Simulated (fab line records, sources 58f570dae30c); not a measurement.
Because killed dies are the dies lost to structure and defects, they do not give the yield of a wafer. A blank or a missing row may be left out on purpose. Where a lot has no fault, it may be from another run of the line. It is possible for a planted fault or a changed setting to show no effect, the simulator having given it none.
Which tool did it?	flow berkeley-cmos170	24 lots with 72 wafers sampled at 4 steps, on a route of 331 steps

WHAT THE GAUGES READ, wafer by wafer
UCB170_PLDD_OVL_MEAS_07. Usual: PLDD_OVL -1 nm, standard deviation 5.5.
lot	measured	on	PLDD_OVL (nm)	flag
L075	day 6 12:11	overlay-02	1 -2 0	
L074	day 6 12:15	overlay-01	6 5 2	
L076	day 6 22:20	overlay-02	-10 -6 -10	
L078	day 7 09:29	overlay-01	2 3 4	
L077	day 7 09:56	overlay-02	-3 1 -4	
L079	day 7 16:28	overlay-02	6 3 1	
L081	day 8 03:01	overlay-02	-2 5 4	
L080	day 8 03:17	overlay-01	0 3 -2	
L084	day 8 06:32	overlay-02	-8 -12 -7	
L083	day 8 07:07	overlay-02	-5 -10 -4	
L082	day 8 07:25	overlay-02	-2 -9 -8	
L085	day 8 21:48	overlay-01	5 -2 -6	
L086	day 8 22:05	overlay-01	-2 8 5	
L088	day 9 04:23	overlay-01	-1 0 -2	
L087	day 9 04:41	overlay-02	0 2 -1	
L089	day 9 15:58	overlay-02	-7 -4 -4	
L090	day 9 16:08	overlay-02	-9 -3 -1	
L092	day 9 20:48	overlay-02	1 -6 -1	
L091	day 9 21:32	overlay-02	2 1 -5	
L095	day 10 15:33	overlay-02	-2 -1 1	
L096	day 10 15:42	overlay-02	-1 17 11	
L097	day 10 16:06	overlay-02	-4 11 1	
L094	day 10 16:25	overlay-02	-2 -9 -7	
L093	day 10 16:39	overlay-02	2 1 1	

UCB170_PSD_CD_MEAS_06: target cd 1200 nm. Usual: cd-nm reads 1200.4 nm (standard deviation 1.6).
lot	measured	on	cd-nm (nm)	flag
L075	day 6 21:17	cd-sem-02	1201.2 1200.2 1201.5	
L074	day 6 21:34	cd-sem-02	1201.1 1200.8 1200.3	
L076	day 7 07:56	cd-sem-02	1200.6 1199.2 1200.5	
L078	day 7 17:23	cd-sem-02	1199.4 1201.7 1198.8	
L077	day 7 17:32	cd-sem-01	1199.5 1199.7 1201.0	
L079	day 7 23:58	cd-sem-02	1197.8 1199.0 1200.2	
L081	day 8 11:46	cd-sem-02	1200.3 1199.9 1200.1	
L080	day 8 11:40	cd-sem-01	1202.1 1202.7 1202.6	
L084	day 8 15:04	cd-sem-01	1199.2 1198.0 1199.4	
L083	day 8 15:02	cd-sem-02	1202.9 1202.5 1202.8	
L082	day 8 15:15	cd-sem-01	1202.2 1203.1 1202.2	
L085	day 9 07:49	cd-sem-01	1201.3 1202.4 1201.7	
L086	day 9 08:05	cd-sem-02	1200.0 1199.4 1200.3	
L088	day 9 12:35	cd-sem-01	1199.0 1199.3 1198.2	
L087	day 9 12:37	cd-sem-02	1203.6 1203.8 1202.0	
L089	day 10 02:28	cd-sem-01	1200.3 1200.8 1201.3	
L090	day 10 02:38	cd-sem-02	1198.1 1198.9 1198.0	
L092	day 10 06:21	cd-sem-01	1198.5 1198.7 1198.7	
L091	day 10 06:37	cd-sem-02	1198.2 1199.5 1200.3	
L095	day 11 01:20	cd-sem-02	1199.1 1198.4 1199.7	
L096	day 11 00:57	cd-sem-02	1198.7 1199.6 1198.8	
L097	day 11 01:05	cd-sem-02	1199.5 1199.1 1199.4	
L094	day 11 01:01	cd-sem-01	1199.8 1198.5 1199.9	
L093	day 11 01:35	cd-sem-01	1201.3 1201.4 1201.1	

UCB170_PSD_TW_MEAS_10. Usual: PSD_TW 2342, standard deviation 21.
lot	measured	on	PSD_TW	flag
L075	day 6 21:42	film-metro-02	2345 2325 2337	
L074	day 6 21:58	film-metro-01	2382 2359 2377	
L076	day 7 08:19	film-metro-02	2355 2340 2347	
L078	day 7 17:47	film-metro-04	2336 2333 2321	
L077	day 7 17:56	film-metro-04	2318 2314 2335	
L079	day 8 00:22	film-metro-01	2374 2393 2385	
L081	day 8 12:10	film-metro-02	2343 2337 2349	
L080	day 8 12:04	film-metro-01	2382 2394 2383	
L084	day 8 15:29	film-metro-04	2317 2309 2324	
L083	day 8 15:26	film-metro-02	2339 2340 2348	
L082	day 8 15:39	film-metro-02	2343 2336 2345	
L085	day 9 08:14	film-metro-01	2358 2364 2365	
L086	day 9 08:29	film-metro-04	2329 2322 2320	
L088	day 9 12:59	film-metro-01	2370 2360 2359	
L087	day 9 13:04	film-metro-04	2327 2321 2324	
L089	day 10 02:52	film-metro-04	2327 2316 2317	
L090	day 10 03:02	film-metro-02	2339 2335 2332	
L092	day 10 06:46	film-metro-01	2362 2367 2364	
L091	day 10 07:01	film-metro-01	2355 2367 2369	
L095	day 11 01:44	film-metro-04	2328 2326 2327	
L096	day 11 01:21	film-metro-02	2341 2339 2332	
L097	day 11 01:30	film-metro-02	2332 2337 2335	
L094	day 11 01:25	film-metro-04	2323 2323 2325	
L093	day 11 01:59	film-metro-02	2343 2340 2335	

UCB170_SDANNEAL_RS_MEAS_05: uses a four-point probe to measure. Usual: NLDD_RS 620.5 ohm/sq, standard deviation 1.6.
lot	measured	on	NLDD_RS (ohm/sq)	flag
L075	day 7 02:04	film-metro-04	621.8 619.5 620.8	
L074	day 7 02:21	film-metro-02	622.8 622.1 624.6	
L076	day 7 12:56	film-metro-04	621.7 621.4 622.4	
L078	day 7 22:29	film-metro-02	619.5 619.6 621.0	
L077	day 7 22:00	film-metro-01	621.4 620.3 620.7	
L079	day 8 05:17	film-metro-02	620.1 620.5 619.7	
L081	day 8 17:12	film-metro-01	617.7 618.0 617.9	
L080	day 8 17:11	film-metro-02	621.5 620.2 621.0	
L084	day 8 19:44	film-metro-02	622.1 620.7 622.0	
L083	day 8 19:18	film-metro-04	619.6 617.1 619.3	
L082	day 8 20:18	film-metro-04	619.7 619.1 618.9	
L085	day 9 14:49	film-metro-02	621.2 621.9 620.7	
L086	day 9 14:50	film-metro-04	618.2 619.7 618.3	
L088	day 9 17:28	film-metro-01	622.3 621.7 621.5	
L087	day 9 17:28	film-metro-02	621.5 619.1 621.2	
L089	day 10 05:51	film-metro-01	619.2 619.8 619.2	
L090	day 10 06:14	film-metro-04	620.9 621.2 621.0	
L092	day 10 10:37	film-metro-01	618.8 619.5 618.8	
L091	day 10 10:47	film-metro-04	621.2 619.7 621.3	
L095	day 11 05:54	film-metro-01	619.0 618.4 620.0	
L096	day 11 04:44	film-metro-02	622.5 623.7 622.2	
L097	day 11 05:32	film-metro-04	620.0 619.1 620.2	
L094	day 11 05:20	film-metro-01	619.2 620.0 622.5	
L093	day 11 05:49	film-metro-02	622.8 621.4 621.2	

EACH LOT AND THE TOOL THAT RAN IT (in order: tool; ch and the chambers of the sampled wafers; start)
No process step before these readings appears in the record.

WHAT THE TOOLS THEMSELVES READ (means of the sampled wafers that have a number; where no wafer has one, the mark that the record gives instead)
The record holds no such reading with a usual standard deviation.

THE ANSWER, worked out from the rows above alone
Rule: lot off if the mean of its wafers having a number is beyond 3 standard deviations from the usual mean. Also off: a lot with no number at a reading for which 4 or more lots have one. All remaining lots with rows at the step are treated as sound. Order of review: gauges by route order, followed by the tools' own readings, for which a lot's mean as printed above is used. At the first step where some lot is off, the reading lying furthest off is the one used; lots without a number count as furthest.
None of the lots is off at any reading shown; this tells nothing.

WHAT WAS PUT IN BY THE SIMULATOR
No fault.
